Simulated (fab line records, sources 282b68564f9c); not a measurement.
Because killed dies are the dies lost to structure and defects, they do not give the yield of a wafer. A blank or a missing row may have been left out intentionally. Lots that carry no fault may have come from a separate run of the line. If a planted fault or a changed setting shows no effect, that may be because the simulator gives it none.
fab line records	flow rit_cmos
record lots=14	wafers=42	last_day=7
route steps=202 shown GATE@93 PLDD@123 NSD@139 SILICIDE@165 M1@202
lots with no fault: from the same line, run without faults
start_h: hours from the record's first day to the start of the lot's first wafer shown	wait_h: hours from the lot's prior step to this one	" repeats the value in the row above	L1.1+2: several wafers, shown together as one row	- no value, or no start was given	* or withheld: withheld	< > ~ a bound
route shown NAME@n: NAME is a module with steps in the file, n the number in the route of the first one	usual: mean/standard deviation of fault-free wafers	same: alike in all rows	chamber/n: place in a boat	sites: readings site by site	_std_site: standard deviation of those values	_edge_site: inner sites' mean taken away from outer sites' mean	radius_mm: how far each site lies from the wafer's centre	mask NAME#n: copy n	behind: the most recent tool/chamber to have shaped the wafer	hold: why the lot was held/for how many hours/how that ended	device: whichever transistor did not switch (one of n, p or np)	end of line: the tests these same wafers got at the end of their route	step lacking rows: just its recipe	killed: dies that structure and defects cost at the first sort, which is not the same as the wafer's yield	map: the dies of a wafer, with x for killed, . for not killed, _ for no die there
set.NAME: setting as actually run; set.NAME@STEP: the setting as run at that earlier step	model.NAME: the simulator's own value behind a step, which no gauge read
one table for each step of the route and one row for each wafer, over a sample of lots
services: the hour from which a tool's chamber was out of use, counted from the record's first day as start_h (under 0 if before that day), plus the number of hours and why
## steps
# step RIT_GATE_OVL_MEAS_17
# usual GATE_OVL=-1.2/1.5
lot.wafer	tool	chamber	start_h	wait_h	GATE_OVL[nm]
L200.1	overlay-01	-	47.15	0.1	2.2
L200.4	"	-	"	"	1.6
L200.5	"	-	"	"	2.7
L202.1	overlay-01	-	56.94	0.1	-3.0
L202.2	"	-	"	"	-1.2
L202.3	"	-	"	"	-2.9
L203.2	overlay-01	-	60.22	0.1	-3.3
L203.3	"	-	"	"	-0.7
L203.5	"	-	"	"	-1.3
L206.1	overlay-01	-	73.98	0.1	-3.3
L206.4	"	-	"	"	-1.2
L206.6	"	-	"	"	-1.4
L208.3	overlay-01	-	83.41	0.1	-1.2
L208.5	"	-	"	"	-0.2
L208.6	"	-	"	"	-2.2
L209.1	overlay-01	-	89.29	0.1	-0.1
L209.2	"	-	"	"	0.3
L209.4	"	-	"	"	1.6
L210.1	overlay-01	-	93.23	0.1	-1.9
L210.2	"	-	"	"	-1.4
L210.5	"	-	"	"	-2.7
L212.3	overlay-02	-	102.35	0.1	0.5
L212.4	"	-	"	"	-1.1
L212.5	"	-	"	"	-1.9
L214.1	overlay-02	-	107.31	0.1	-1.2
L214.2	"	-	"	"	0.8
L214.3	"	-	"	"	-1.5
L215.1	overlay-01	-	117.40	0.1	-1.3
L215.2	"	-	"	"	-2.5
L215.3	"	-	"	"	-3.1
L217.4	overlay-01	-	127.66	0.1	-1.5
L217.5	"	-	"	"	0.4
L217.6	"	-	"	"	-0.6
L219.1	overlay-01	-	133.27	0.1	0.0
L219.4	"	-	"	"	1.3
L219.5	"	-	"	"	2.1
L221.1	overlay-02	-	146.15	0.1	-2.1
L221.5	"	-	"	"	-2.0
L221.6	"	-	"	"	-3.0
L222.3	overlay-02	-	152.98	0.1	-2.1
L222.4	"	-	"	"	-0.7
L222.6	"	-	"	"	-0.5
# step RIT_PLDD_STRIP_09
# recipe chemistry=O2	time_s=180	resist=NOVOLAK	platen_temp_c=withheld	power_w=500	pressure_mtorr=4000	o2_flow_sccm=4000
# usual drypump_motor_current_A=5.7/0.33	o2_flow_sccm=4004/11
# same time_s=180
lot.wafer	tool	chamber	start_h	wait_h	drypump_motor_current_A	o2_flow_sccm	rf_hours_counter_h
L200.1	plasma_asher-02	0	54.18	0.1	6.3	3996	42
L200.4	"	1	"	"	5.7	3989	-
L200.5	"	0	"	"	6.3	3992	-
L202.1	plasma_asher-02	1	64.04	0.1	5.7	4005	43
L202.2	"	0	"	"	6.3	3993	43
L202.3	"	1	"	"	5.7	4029	-
L203.2	plasma_asher-02	0	69.79	0.1	6.3	4000	43
L203.3	"	1	"	"	5.7	4008	-
L203.5	"	1	"	"	5.7	4003	-
L206.1	plasma_asher-04	0	82.90	0.1	5.3	4002	39
L206.4	"	0	"	"	5.3	4017	-
L206.6	"	0	"	"	5.3	4010	-
L208.3	plasma_asher-04	0	91.05	0.1	5.3	4002	-
L208.5	"	1	"	"	5.7	4002	-
L208.6	"	0	"	"	5.3	4017	-
L209.1	plasma_asher-03	0	96.11	0.1	5.8	4001	48
L209.2	"	1	"	"	5.3	3998	48
L209.4	"	1	"	"	5.3	3996	-
L210.1	plasma_asher-02	0	99.72	0.1	6.3	3986	47
L210.2	"	1	"	"	5.7	4028	47
L210.5	"	1	"	"	5.7	4014	-
L212.3	plasma_asher-02	1	108.79	0.1	5.7	4009	-
L212.4	"	0	"	"	6.3	4006	-
L212.5	"	0	"	"	6.3	3996	-
L214.1	plasma_asher-02	1	115.36	0.1	5.7	4007	49
L214.2	"	0	"	"	6.3	4000	49
L214.3	"	1	"	"	5.7	4010	-
L215.1	plasma_asher-04	0	124.48	0.1	5.3	4018	1
L215.2	"	1	"	"	5.7	4024	1
L215.3	"	1	"	"	5.7	4034	-
L217.4	plasma_asher-04	0	134.78	0.1	5.3	4015	-
L217.5	"	1	"	"	5.7	3987	-
L217.6	"	0	"	"	5.3	4007	-
L219.1	plasma_asher-04	0	139.87	0.1	5.3	4016	2
L219.4	"	0	"	"	5.3	4001	-
L219.5	"	0	"	"	5.3	4013	-
L221.1	plasma_asher-04	0	154.83	0.1	5.3	4000	4
L221.5	"	1	"	"	5.7	4003	-
L221.6	"	0	"	"	5.3	4013	-
L222.3	plasma_asher-04	0	161.68	0.1	5.3	4030	-
L222.4	"	1	"	"	5.7	3996	-
L222.6	"	1	"	"	5.7	4003	-
# step RIT_NSD_IMPLANT_08
# recipe species=P	energy_kev=25	dose_cm2=1e+15	tilt_deg=7
# usual dose_ions_cm2=9.999e+14/1.2e+12	end_station_pressure_torr=7.5e-06/3.9e-07	faraday_current_uA=3129/61
lot.wafer	tool	chamber	start_h	wait_h	dose_ions_cm2	end_station_pressure_torr	faraday_current_uA
L200.1	implanter-01	0	58.08	0.1	1.0008e+15	7.7e-06	3127
L200.4	"	0	"	"	9.998e+14	8.1e-06	3121
L200.5	"	0	"	"	1.0011e+15	6.9e-06	3092
L202.1	implanter-01	0	67.81	0.1	1e+15	7.9e-06	3196
L202.2	"	0	"	"	9.993e+14	8e-06	3099
L202.3	"	0	"	"	9.997e+14	6.9e-06	3156
L203.2	implanter-03	0	73.72	0.1	1.0005e+15	8.3e-06	3205
L203.3	"	0	"	"	1.0025e+15	6.5e-06	3125
L203.5	"	0	"	"	1.0022e+15	7.3e-06	3144
L206.1	implanter-02	0	86.66	0.1	1.0005e+15	6.6e-06	3124
L206.4	"	0	"	"	1.0002e+15	7.8e-06	3182
L206.6	"	0	"	"	1.0017e+15	7.5e-06	3171
L208.3	implanter-01	0	95.50	0.1	9.993e+14	7.6e-06	2976
L208.5	"	0	"	"	9.999e+14	7.3e-06	3050
L208.6	"	0	"	"	1.0005e+15	7.4e-06	3150
L209.1	implanter-01	0	99.96	0.1	9.999e+14	8.1e-06	3116
L209.2	"	0	"	"	9.987e+14	7.2e-06	3133
L209.4	"	0	"	"	1.0015e+15	7.5e-06	3181
L210.1	implanter-03	0	103.97	0.1	1.0008e+15	7.8e-06	3104
L210.2	"	0	"	"	9.996e+14	8.1e-06	2982
L210.5	"	0	"	"	1.0016e+15	8.1e-06	3134
L212.3	implanter-02	0	112.93	0.1	9.991e+14	6.9e-06	3103
L212.4	"	0	"	"	9.992e+14	6.8e-06	3126
L212.5	"	0	"	"	9.999e+14	7.4e-06	3090
L214.1	implanter-01	0	119.66	0.1	1.5025e+15	9.3e-06	4729
L214.2	"	0	"	"	1.5011e+15	9.4e-06	4574
L214.3	"	0	"	"	1.5026e+15	1.01e-05	4883
L215.1	implanter-02	0	130.16	0.1	1.0007e+15	7.4e-06	3206
L215.2	"	0	"	"	9.988e+14	7.1e-06	3007
L215.3	"	0	"	"	1.0005e+15	7.2e-06	3075
L217.4	implanter-03	0	138.84	0.1	9.995e+14	7.5e-06	3143
L217.5	"	0	"	"	1.0005e+15	7.7e-06	3184
L217.6	"	0	"	"	9.991e+14	7.5e-06	3080
L219.1	implanter-01	0	144.78	0.1	1.502e+15	8.9e-06	4692
L219.4	"	0	"	"	1.5023e+15	8.6e-06	4814
L219.5	"	0	"	"	1.5033e+15	8.8e-06	4653
L221.1	implanter-03	0	158.72	0.1	9.975e+14	7.8e-06	3097
L221.5	"	0	"	"	9.982e+14	7.7e-06	3084
L221.6	"	0	"	"	9.963e+14	7.4e-06	3127
L222.3	implanter-03	0	165.44	0.1	1.0005e+15	7.1e-06	3013
L222.4	"	0	"	"	9.971e+14	6.9e-06	3178
L222.6	"	0	"	"	9.994e+14	7.6e-06	3128
# step RIT_NSD_TW_MEAS_10
# usual NSD_TW=3141/14
lot.wafer	tool	chamber	start_h	wait_h	NSD_TW
L200.1	film_metro-02	-	58.40	0.1	3140
L200.4	"	-	"	"	3130
L200.5	"	-	"	"	3140
L202.1	film_metro-02	-	68.13	0.1	3120
L202.2	"	-	"	"	3119
L202.3	"	-	"	"	3142
L203.2	film_metro-01	-	74.03	0.1	3163
L203.3	"	-	"	"	3146
L203.5	"	-	"	"	3153
L206.1	film_metro-01	-	86.98	0.1	3158
L206.4	"	-	"	"	3138
L206.6	"	-	"	"	3152
L208.3	film_metro-02	-	95.79	0.1	3157
L208.5	"	-	"	"	3131
L208.6	"	-	"	"	3144
L209.1	film_metro-01	-	100.28	0.1	3137
L209.2	"	-	"	"	3143
L209.4	"	-	"	"	3136
L210.1	film_metro-02	-	104.29	0.1	3122
L210.2	"	-	"	"	3125
L210.5	"	-	"	"	3126
L212.3	film_metro-02	-	113.22	0.1	3127
L212.4	"	-	"	"	3156
L212.5	"	-	"	"	3141
L214.1	film_metro-01	-	119.98	0.1	3408
L214.2	"	-	"	"	3399
L214.3	"	-	"	"	3403
L215.1	film_metro-02	-	130.48	0.1	3144
L215.2	"	-	"	"	3139
L215.3	"	-	"	"	3133
L217.4	film_metro-01	-	139.12	0.1	3143
L217.5	"	-	"	"	3142
L217.6	"	-	"	"	3140
L219.1	film_metro-01	-	145.11	0.1	3395
L219.4	"	-	"	"	3403
L219.5	"	-	"	"	3392
L221.1	film_metro-01	-	159.05	0.1	3137
L221.5	"	-	"	"	3142
L221.6	"	-	"	"	3137
L222.3	film_metro-02	-	165.74	0.1	3132
L222.4	"	-	"	"	3124
L222.6	"	-	"	"	3114
# step RIT_SDANNEAL_RS_MEAS_05
# recipe thk_meas_gauge=four-point-probe
# usual NSD_RS=84.49/0.27
lot.wafer	tool	chamber	start_h	wait_h	NSD_RS[ohm/sq]
L200.1	film_metro-02	-	60.90	0.1	83.98
L200.4	"	-	"	"	84.40
L200.5	"	-	"	"	84.33
L202.1	film_metro-01	-	70.31	0.1	84.69
L202.2	"	-	"	"	85.01
L202.3	"	-	"	"	84.80
L203.2	film_metro-02	-	76.40	0.1	84.83
L203.3	"	-	"	"	84.92
L203.5	"	-	"	"	84.81
L206.1	film_metro-01	-	89.57	0.1	84.59
L206.4	"	-	"	"	84.73
L206.6	"	-	"	"	84.56
L208.3	film_metro-01	-	97.84	0.1	84.64
L208.5	"	-	"	"	84.80
L208.6	"	-	"	"	84.62
L209.1	film_metro-01	-	102.31	0.1	84.21
L209.2	"	-	"	"	84.43
L209.4	"	-	"	"	84.40
L210.1	film_metro-02	-	106.44	0.1	85.14
L210.2	"	-	"	"	85.07
L210.5	"	-	"	"	84.94
L212.3	film_metro-01	-	115.40	0.1	84.27
L212.4	"	-	"	"	84.30
L212.5	"	-	"	"	84.18
L214.1	film_metro-01	-	122.13	0.1	61.92
L214.2	"	-	"	"	62.00
L214.3	"	-	"	"	61.99
L215.1	film_metro-02	-	132.67	0.1	84.41
L215.2	"	-	"	"	84.54
L215.3	"	-	"	"	84.61
L217.4	film_metro-01	-	141.22	0.1	84.36
L217.5	"	-	"	"	84.71
L217.6	"	-	"	"	84.17
L219.1	film_metro-01	-	147.28	0.1	62.06
L219.4	"	-	"	"	62.14
L219.5	"	-	"	"	62.25
L221.1	film_metro-02	-	161.23	0.1	84.60
L221.5	"	-	"	"	84.48
L221.6	"	-	"	"	84.33
L222.3	film_metro-02	-	167.95	0.1	84.76
L222.4	"	-	"	"	84.64
L222.6	"	-	"	"	84.57
# step RIT_SILICIDE_RTA_04
# recipe temp_c=650	time_s=10	idle_temp_c=25	ramp_up_s=5	ramp_down_s=5	cool_to_c=25	ambient=N2
# usual wafer_temp_C_max=652.5/0.54
# same time_s=10
lot.wafer	tool	chamber	start_h	wait_h	wafer_temp_C_max
L200.1	rtp_anneal-02	0	61.61	0.1	651.4
L200.4	"	0	"	"	652.0
L200.5	"	0	"	"	652.8
L202.1	rtp_anneal-02	0	71.03	0.1	652.6
L202.2	"	0	"	"	652.5
L202.3	"	0	"	"	652.4
L203.2	rtp_anneal-01	0	77.11	0.1	652.5
L203.3	"	0	"	"	652.8
L203.5	"	0	"	"	652.7
L206.1	rtp_anneal-02	0	90.27	0.1	652.5
L206.4	"	0	"	"	652.5
L206.6	"	0	"	"	651.8
L208.3	rtp_anneal-02	0	98.54	0.1	652.1
L208.5	"	0	"	"	653.1
L208.6	"	0	"	"	651.8
L209.1	rtp_anneal-01	0	103.01	0.1	653.0
L209.2	"	0	"	"	652.2
L209.4	"	0	"	"	651.6
L210.1	rtp_anneal-02	0	107.15	0.1	653.1
L210.2	"	0	"	"	652.0
L210.5	"	0	"	"	652.2
L212.3	rtp_anneal-02	0	116.08	0.1	651.6
L212.4	"	0	"	"	652.1
L212.5	"	0	"	"	651.3
L214.1	rtp_anneal-02	0	122.84	0.1	652.5
L214.2	"	0	"	"	652.6
L214.3	"	0	"	"	653.1
L215.1	rtp_anneal-01	0	133.37	0.1	652.2
L215.2	"	0	"	"	651.8
L215.3	"	0	"	"	651.9
L217.4	rtp_anneal-01	0	141.90	0.1	652.0
L217.5	"	0	"	"	651.7
L217.6	"	0	"	"	652.9
L219.1	rtp_anneal-01	0	147.98	0.1	652.7
L219.4	"	0	"	"	652.4
L219.5	"	0	"	"	652.9
L221.1	rtp_anneal-01	0	161.93	0.1	651.8
L221.5	"	0	"	"	652.9
L221.6	"	0	"	"	652.4
L222.3	rtp_anneal-02	0	168.64	0.1	652.8
L222.4	"	0	"	"	654.1
L222.6	"	0	"	"	652.3
# step RIT_M1_PROBE_99
# usual killed_at_contacts=0.0/0.23	killed_at_front_end=7/3.1	killed_dies=7/3.1	killed_on_rim=1.8/1.3	killed_open=3.3/2	killed_short=3.5/1.9
# same gross_dies=264	killed_at_M0_to_M3=0	killed_at_M4_up=0	killed_at_back_side=0	killed_at_other=0
lot.wafer	tool	chamber	start_h	wait_h	killed_at_contacts	killed_at_front_end	killed_dies	killed_on_rim	killed_open	killed_short
L200.1	prober-02	-	68.21	0.1	0	5	5	1	3	2
L200.4	prober-02	-	68.36	0.2	0	6	6	0	1	5
L200.5	prober-02	-	68.41	0.2	0	6	6	4	3	3
L202.1	prober-02	-	77.44	0.1	0	9	9	1	4	5
L202.2	prober-02	-	77.49	0.1	0	12	12	3	6	6
L202.3	prober-02	-	77.54	0.2	0	9	9	2	4	5
L203.2	prober-01	-	84.38	0.1	0	5	5	3	4	1
L203.3	prober-01	-	84.43	0.2	0	8	8	2	4	4
L203.5	prober-01	-	84.53	0.2	0	11	11	5	6	5
L206.1	prober-02	-	96.97	0.1	0	5	5	0	4	1
L206.4	prober-02	-	97.12	0.2	0	9	9	2	4	5
L206.6	prober-02	-	97.22	0.2	0	10	10	0	4	6
L208.3	prober-02	-	105.80	0.2	0	7	7	1	5	2
L208.5	prober-02	-	105.90	0.2	0	7	7	3	4	3
L208.6	prober-02	-	105.95	0.2	0	5	5	1	0	5
L209.1	prober-01	-	109.44	0.1	0	10	10	5	4	6
L209.2	prober-01	-	109.49	0.1	0	10	10	3	6	4
L209.4	prober-01	-	109.59	0.2	0	9	9	2	5	4
L210.1	prober-02	-	113.71	0.1	0	6	6	2	2	2
L210.2	prober-02	-	113.76	0.1	0	5	5	0	2	3
L210.5	prober-02	-	113.91	0.2	0	5	5	1	3	2
L212.3	prober-02	-	122.85	0.2	0	4	4	1	1	3
L212.4	prober-02	-	122.90	0.2	0	10	10	4	2	8
L212.5	prober-02	-	122.95	0.2	0	12	12	3	5	7
L214.1	prober-02	-	129.39	0.1	0	5	5	1	3	2
L214.2	prober-02	-	129.44	0.1	0	2	2	1	0	2
L214.3	prober-02	-	129.49	0.2	0	8	8	4	4	4
L215.1	prober-01	-	140.08	0.1	0	10	10	2	5	5
L215.2	prober-01	-	140.13	0.1	0	11	11	3	5	6
L215.3	prober-01	-	140.18	0.2	0	7	7	2	3	3
L217.4	prober-01	-	148.79	0.2	0	4	4	1	3	1
L217.5	prober-01	-	148.84	0.2	2	9	11	2	4	7
L217.6	prober-01	-	148.89	0.2	0	6	6	1	0	6
L219.1	prober-01	-	154.56	0.1	0	8	8	1	1	7
L219.4	prober-01	-	154.71	0.2	0	7	7	0	4	3
L219.5	prober-01	-	154.76	0.2	0	10	10	3	5	5
L221.1	prober-01	-	169.19	0.1	0	5	5	1	1	4
L221.5	prober-01	-	169.39	0.2	0	5	5	2	2	3
L221.6	prober-01	-	169.44	0.2	0	5	5	1	2	3
L222.3	prober-02	-	175.34	0.2	0	3	3	2	2	1
L222.4	prober-02	-	175.39	0.2	0	5	5	0	1	4
L222.6	prober-02	-	175.49	0.2	0	7	7	3	4	3
# killed by level:class
L200.1 FOX1:geometric_particle:open=1 GATE:geometric_particle:open=1 GATE:geometric_particle:short=1 SPACER:geometric_particle:short=1 SPACER:geometric_particle:open=1
L200.4 FOX1:geometric_particle:short=2 GATE:geometric_particle:short=2 FOX2:geometric_particle:short=1 GATE:geometric_particle:open=1
L200.5 FOX1:geometric_particle:short=3 FOX1:geometric_particle:open=1 FOX2:geometric_particle:open=1 GATE:geometric_particle:open=1
L202.1 GATE:geometric_particle:open=2 GATE:geometric_particle:short=2 SPACER:geometric_particle:short=2 SILICIDE:geometric_particle:open=2 REOX:geometric_particle:short=1
L202.2 REOX:geometric_particle:short=3 SPACER:geometric_particle:open=3 SILICIDE:geometric_particle:open=2 FOX1:geometric_particle:short=1 FOX1:geometric_particle:open=1 GATE:geometric_particle:short=1 SPACER:geometric_particle:short=1
L202.3 GATE:geometric_particle:open=4 GATE:geometric_particle:short=2 FOX1:geometric_particle:short=1 SPACER:geometric_particle:short=1 SILICIDE:geometric_particle:short=1
L203.2 SILICIDE:geometric_particle:open=2 FOX1:geometric_particle:open=1 GATE:geometric_particle:open=1 SILICIDE:geometric_particle:short=1
L203.3 REOX:geometric_particle:short=2 FOX1:geometric_particle:open=1 FOX2:geometric_particle:open=1 GATE:geometric_particle:short=1 GATE:geometric_particle:open=1 SPACER:geometric_particle:open=1 SPACER:geometric_particle:short=1
L203.5 GATE:geometric_particle:open=3 FOX1:geometric_particle:short=2 GATE:geometric_particle:short=1 REOX:geometric_particle:open=1 REOX:geometric_particle:short=1 SPACER:geometric_particle:short=1 SPACER:geometric_particle:open=1 SILICIDE:geometric_particle:open=1
L206.1 GATE:geometric_particle:open=2 SILICIDE:geometric_particle:open=2 REOX:geometric_particle:short=1
L206.4 GATE:geometric_particle:open=2 SPACER:geometric_particle:open=2 FOX1:geometric_particle:short=1 FOX2:geometric_particle:short=1 GATE:geometric_particle:short=1 SPACER:geometric_particle:short=1 SILICIDE:geometric_particle:short=1
L206.6 SPACER:geometric_particle:short=2 FOX1:geometric_particle:open=1 FOX1:geometric_particle:short=1 GATE:geometric_particle:open=1 GATE:geometric_particle:short=1 REOX:geometric_particle:short=1 SPACER:geometric_particle:open=1 SILICIDE:geometric_particle:short=1
L208.3 GATE:geometric_particle:open=3 FOX1:geometric_particle:open=1 REOX:geometric_particle:open=1 SPACER:geometric_particle:short=1 SILICIDE:geometric_particle:short=1
L208.5 REOX:geometric_particle:open=3 GATE:geometric_particle:short=1 REOX:geometric_particle:short=1 SILICIDE:geometric_particle:short=1 SILICIDE:geometric_particle:open=1
L208.6 REOX:geometric_particle:short=3 GATE:geometric_particle:short=2
L209.1 FOX2:geometric_particle:short=3 SPACER:geometric_particle:open=2 SPACER:geometric_particle:short=2 GATE:geometric_particle:open=1 REOX:geometric_particle:open=1 SILICIDE:geometric_particle:short=1
L209.2 SILICIDE:geometric_particle:open=3 REOX:geometric_particle:short=2 REOX:geometric_particle:open=2 GATE:geometric_particle:short=1 GATE:geometric_particle:open=1 SPACER:geometric_particle:short=1
L209.4 GATE:geometric_particle:open=4 SILICIDE:geometric_particle:short=2 REOX:geometric_particle:short=1 SPACER:geometric_particle:short=1 SILICIDE:geometric_particle:open=1
L210.1 GATE:geometric_particle:short=1 GATE:geometric_particle:open=1 SPACER:geometric_particle:short=1 SPACER:geometric_particle:open=1 PWELL:coat_microbubble_printed=1 NRETRO:coat_microbubble_printed=1
L210.2 GATE:geometric_particle:open=2 FOX1:geometric_particle:short=1 REOX:geometric_particle:short=1 SILICIDE:geometric_particle:short=1
L210.5 GATE:geometric_particle:open=2 GATE:geometric_particle:short=2 REOX:geometric_particle:open=1
L212.3 SILICIDE:geometric_particle:short=2 FOX1:geometric_particle:short=1 SPACER:geometric_particle:open=1
L212.4 GATE:geometric_particle:short=3 SILICIDE:geometric_particle:short=2 ACTIVE:geometric_particle:short=1 FOX1:geometric_particle:short=1 FOX2:geometric_particle:open=1 REOX:geometric_particle:open=1 REOX:geometric_particle:short=1
L212.5 REOX:geometric_particle:short=6 GATE:geometric_particle:open=3 ACTIVE:geometric_particle:open=1 FOX2:geometric_particle:open=1 GATE:geometric_particle:short=1
L214.1 SPACER:geometric_particle:open=2 SPACER:geometric_particle:short=2 GATE:geometric_particle:open=1
L214.2 FOX2:geometric_particle:short=1 GATE:geometric_particle:short=1
L214.3 GATE:geometric_particle:open=3 SPACER:geometric_particle:short=2 FOX2:geometric_particle:short=1 GATE:geometric_particle:short=1 SILICIDE:geometric_particle:open=1
L215.1 GATE:geometric_particle:open=3 REOX:geometric_particle:short=3 FOX1:geometric_particle:short=1 FOX2:geometric_particle:open=1 GATE:geometric_particle:short=1 SPACER:geometric_particle:open=1
L215.2 GATE:geometric_particle:short=4 GATE:geometric_particle:open=2 REOX:geometric_particle:open=2 REOX:geometric_particle:short=1 SPACER:geometric_particle:short=1 SPACER:geometric_particle:open=1
L215.3 GATE:geometric_particle:open=3 SILICIDE:geometric_particle:short=2 GATE:geometric_particle:short=1 PLDD:coat_microbubble_printed=1
L217.4 GATE:geometric_particle:open=1 REOX:geometric_particle:open=1 SILICIDE:geometric_particle:open=1 SILICIDE:geometric_particle:short=1
L217.5 REOX:geometric_particle:short=3 SPACER:geometric_particle:open=2 CONTACT:geometric_particle:short=2 GATE:geometric_particle:open=1 REOX:geometric_particle:open=1 SPACER:geometric_particle:short=1 SILICIDE:geometric_particle:short=1
L217.6 SPACER:geometric_particle:short=3 SILICIDE:geometric_particle:short=2 REOX:geometric_particle:short=1
L219.1 GATE:geometric_particle:short=3 FOX1:geometric_particle:short=2 SPACER:geometric_particle:short=2 GATE:geometric_particle:open=1
L219.4 FOX1:geometric_particle:short=2 SPACER:geometric_particle:open=2 REOX:geometric_particle:open=1 SILICIDE:geometric_particle:short=1 SILICIDE:geometric_particle:open=1
L219.5 GATE:geometric_particle:open=2 GATE:geometric_particle:short=2 REOX:geometric_particle:open=2 FOX2:geometric_particle:short=1 REOX:geometric_particle:short=1 SPACER:geometric_particle:short=1 SILICIDE:geometric_particle:open=1
L221.1 SILICIDE:geometric_particle:short=3 SPACER:geometric_particle:short=1 SILICIDE:geometric_particle:open=1
L221.5 FOX1:geometric_particle:short=1 SPACER:geometric_particle:short=1 SPACER:geometric_particle:open=1 SILICIDE:geometric_particle:short=1 SILICIDE:geometric_particle:open=1
L221.6 GATE:geometric_particle:open=2 FOX1:geometric_particle:short=1 GATE:geometric_particle:short=1 REOX:geometric_particle:short=1
L222.3 GATE:geometric_particle:open=2 GATE:geometric_particle:short=1
L222.4 SILICIDE:geometric_particle:short=2 FOX1:geometric_particle:open=1 FOX2:geometric_particle:short=1 GATE:geometric_particle:short=1
L222.6 FOX1:geometric_particle:short=2 FOX2:geometric_particle:open=1 GATE:geometric_particle:open=1 SPACER:geometric_particle:open=1 SILICIDE:geometric_particle:open=1 SILICIDE:geometric_particle:short=1
## services
tool	chamber	start_h	hours	kind
implanter-03	-	56.98	3.0	pm
plasma_asher-04	-	62.61	0.7	repair
implanter-02	-	63.11	2.1	repair
implanter-02	-	69.34	3.1	repair
implanter-01	-	74.24	4.2	repair
implanter-03	-	89.18	1.5	repair
plasma_asher-04	-	91.79	1.4	repair
implanter-02	-	96.11	2.3	repair
plasma_asher-04	-	99.32	2.8	repair
plasma_asher-04	-	108.75	9.0	pm
plasma_asher-04	0	108.75	9.0	vent_cycle
plasma_asher-04	1	108.75	9.0	vent_cycle
plasma_asher-04	0	117.75	-	clean
plasma_asher-04	1	117.75	-	clean
plasma_asher-03	-	141.43	21.0	repair
implanter-03	-	142.11	2.8	repair
implanter-02	-	157.54	5.0	pm
plasma_asher-04	-	167.71	2.4	repair
## key
first_sign step=RIT_NSD_IMPLANT_08	reading=dose_ions_cm2	direction=up	sigmas=99+	usual=9.999e+14	struck=1.5023e+15
effect step=RIT_NSD_IMPLANT_08	reading=faraday_current_uA	direction=up	sigmas=26	usual=3129	struck=4724
effect step=RIT_NSD_TW_MEAS_10	reading=NSD_TW	direction=up	sigmas=19	usual=3141	struck=3400
effect step=RIT_SDANNEAL_RS_MEAS_05	reading=NSD_RS	direction=down	sigmas=83	usual=84.49	struck=62.06
met_at RIT_NSD_IMPLANT_08
struck_lots L214,L219
tester_left_out L214,L219
not_acting_at RIT_GATE_OVL_MEAS_17,RIT_PLDD_STRIP_09,RIT_SILICIDE_RTA_04
onset_between 99.96 119.66
fault kind=process_parameter_drift	tool=implanter-01	chamber=-	onset_h=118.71	steps=RIT_NSD_IMPLANT_08	channel=dose_cm2	offset=5.0272e+14	shape=step	end_h=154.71	acts_in=these_recipes_only	stated=1e+15
# tester_left_out: of these lots the tester's yield and bins aren't shown, on N5 and GAA mostly nor the transistor test; their killed dies are dies lost to structure and defects alone, not to doping, threshold or leakage, so they don't give the yield
